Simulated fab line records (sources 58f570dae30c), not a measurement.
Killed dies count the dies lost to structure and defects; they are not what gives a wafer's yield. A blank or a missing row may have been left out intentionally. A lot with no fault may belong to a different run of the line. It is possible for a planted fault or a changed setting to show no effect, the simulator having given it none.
Check for tools in common | flow berkeleyCmos170 | Lots sampled 13, wafers sampled 39

== REASON FOR OPENING ==
UCB170_PLDD_TW_MEAS_11, reading PLDD_TW: flagged on 2 of 13 lots. Fault-free wafers read 1011, with a standard deviation of 6.9.
Rule: a lot is flagged in two cases, either no wafer of it has a number, or all its wafers with numbers fall more than 4 standard deviations from that mean. As for the other lots, they are considered sound.

lot  | measured     | on           | PLDD_TW, wafer by wafer | flag
L994 | day 6 09:08  | filmMetro-02 | 1015 1021 1017          | 
L992 | day 6 09:32  | filmMetro-01 | 1017 1016 1010          | 
L991 | day 6 13:50  | filmMetro-01 | 1013 1015 1013          | 
L996 | day 7 13:31  | filmMetro-02 | 961 961 955             | FLAGGED
L998 | day 7 16:33  | filmMetro-04 | 949 948 953             | FLAGGED
L101 | day 8 06:40  | filmMetro-02 | 1015 1016 1019          | 
L106 | day 9 07:56  | filmMetro-04 | 997 1000 1000           | 
L105 | day 9 08:38  | filmMetro-01 | 1015 1009 1018          | 
L109 | day 9 15:44  | filmMetro-02 | 1022 1021 1020          | 
L112 | day 10 12:15 | filmMetro-01 | 1010 1008 1003          | 
L111 | day 10 12:31 | filmMetro-01 | 1008 1008 1014          | 
L113 | day 10 20:25 | filmMetro-04 | 1005 1002 1004          | 
L114 | day 11 02:43 | filmMetro-02 | 1013 1015 1011          | 
On average the flagged lots' numbers are 954, which is -56 against the usual, or -8 standard deviations.

== WHICH TOOL EACH LOT WENT THROUGH ==
2 process steps preceding the reading are held in the record, out of 331 steps in the route. Each cell gives the tool, then ch followed by the chambers the sampled wafers passed through, then the start.
lot  | flag    | UCB170_ZERO_STRIP_07               | UCB170_PLDD_IMPLANT_08
L994 |         | plasmaAsher-04 ch 0,1, day 2 09:05 | implanter-01 ch 0, day 6 08:45
L992 |         | plasmaAsher-01 ch 0,1, day 2 02:59 | implanter-01 ch 0, day 6 09:08
L991 |         | plasmaAsher-04 ch 0,1, day 2 02:55 | implanter-04 ch 0, day 6 13:26
L996 | FLAGGED | plasmaAsher-04 ch 0,1, day 2 19:28 | implanter-01 ch 0, day 7 13:07
L998 | FLAGGED | plasmaAsher-03 ch 0,1, day 3 07:36 | implanter-01 ch 0, day 7 16:09
L101 |         | plasmaAsher-03 ch 0,1, day 3 23:59 | implanter-03 ch 0, day 8 06:17
L106 |         | plasmaAsher-01 ch 0,1, day 5 02:18 | implanter-03 ch 0, day 9 07:32
L105 |         | plasmaAsher-03 ch 0,1, day 4 18:44 | implanter-04 ch 0, day 9 08:14
L109 |         | plasmaAsher-01 ch 0,1, day 5 11:18 | implanter-03 ch 0, day 9 15:20
L112 |         | plasmaAsher-03 ch 0,1, day 6 07:46 | implanter-01 ch 0, day 10 11:53
L111 |         | plasmaAsher-03 ch 0,1, day 6 02:31 | implanter-04 ch 0, day 10 12:07
L113 |         | plasmaAsher-04 ch 0,1, day 6 10:16 | implanter-04 ch 0, day 10 20:01
L114 |         | plasmaAsher-04 ch 0,1, day 6 17:37 | implanter-04 ch 0, day 11 02:19
What these steps do:
- UCB170_ZERO_STRIP_07: strips in O2.
- UCB170_PLDD_IMPLANT_08
- UCB170_PLDD_TW_MEAS_11

== FLAGGED AGAINST TOTAL, ONE TOOL AT A TIME (gauges that did the reading follow at the end) ==
step                   | tool           | lots run | flagged | share of the flagged lots | sound lots run after its first flagged lot
UCB170_ZERO_STRIP_07   | plasmaAsher-01 | 3        | 0       | none                      | -
UCB170_ZERO_STRIP_07   | plasmaAsher-03 | 5        | 1       | some                      | 4 (L101,L105,L111,L112)
UCB170_ZERO_STRIP_07   | plasmaAsher-04 | 5        | 1       | some                      | 2 (L113,L114)
UCB170_PLDD_IMPLANT_08 | implanter-01   | 5        | 2       | all                       | 1 (L112)
UCB170_PLDD_IMPLANT_08 | implanter-03   | 3        | 0       | none                      | -
UCB170_PLDD_IMPLANT_08 | implanter-04   | 5        | 0       | none                      | -
UCB170_PLDD_TW_MEAS_11 | filmMetro-01   | 5        | 0       | none                      | -
UCB170_PLDD_TW_MEAS_11 | filmMetro-02   | 5        | 1       | some                      | 3 (L101,L109,L114)
UCB170_PLDD_TW_MEAS_11 | filmMetro-04   | 3        | 1       | some                      | 2 (L106,L113)

== THE TABLE: WHAT IT ALLOWS ==
All flagged lots share 1 row of the table, namely implanter-01 at UCB170_PLDD_IMPLANT_08.
- implanter-01 at UCB170_PLDD_IMPLANT_08 ran 5 lots, 2 of them flagged. Lots that were sound ran on it after the first flagged one (L112); a persistent fault on the entire tool would not allow that. Its own readings (beamEnergyKeV, beamOnS, faradayCurrentUA) fall more than 4 standard deviations out on all wafers of the flagged lots.
Not one row of the table ran every flagged lot while running no sound lot after the first.

== WHAT THE SIMULATOR HAD PUT IN ==
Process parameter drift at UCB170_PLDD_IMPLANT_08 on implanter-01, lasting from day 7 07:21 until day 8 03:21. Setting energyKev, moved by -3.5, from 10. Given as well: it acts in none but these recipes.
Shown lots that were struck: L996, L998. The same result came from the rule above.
